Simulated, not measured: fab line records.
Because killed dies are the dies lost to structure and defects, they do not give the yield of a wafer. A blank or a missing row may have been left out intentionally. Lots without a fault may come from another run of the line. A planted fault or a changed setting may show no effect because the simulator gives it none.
Matching of chambers | flow berkeley-cmos170 | 3 sister chambers for UCB170_V2_CMP_02 on cmp-02
The step polishes SiO2. 3 wafers are shown with their chamber, then 2 later ones without.

== WAFERS PAIRED WITH THEIR CHAMBERS ==
wafer  | chamber | motor-current-A (A)
L643.2 | 3       | 13.2
L643.5 | 0       | 13.8
L642.5 | 1       | 13.4

== WAFERS MISSING THEIR CHAMBER ==
wafer  | motor-current-A (A)
L646.1 | 14.0
L647.6 | 12.9

== EACH ONE'S CHAMBER ==
wafer  | from the rows above     | in truth
L646.1 | can't be placed: 0 or 1 | 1
L647.6 | can't be placed: 3 or 1 | 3
Placed correctly: 0 of 2. Not placeable from these rows: 2 (in 2, the candidates include the true chamber). Number placed wrongly: 0.
How it was worked out, from the rows above alone: a wafer's distance from a chamber is the root of the sum, over the readings, of the square of ((its reading less the chamber's mean) divided by the reading's scatter). The wafer belongs to the nearest chamber; if the next one is less than 2 further off, it can't be placed. The mean given for a chamber averages the wafers shown for that chamber. The scatter: root of mean squared gap, hidden wafer to nearest shown wafer, with one shown wafer a chamber.
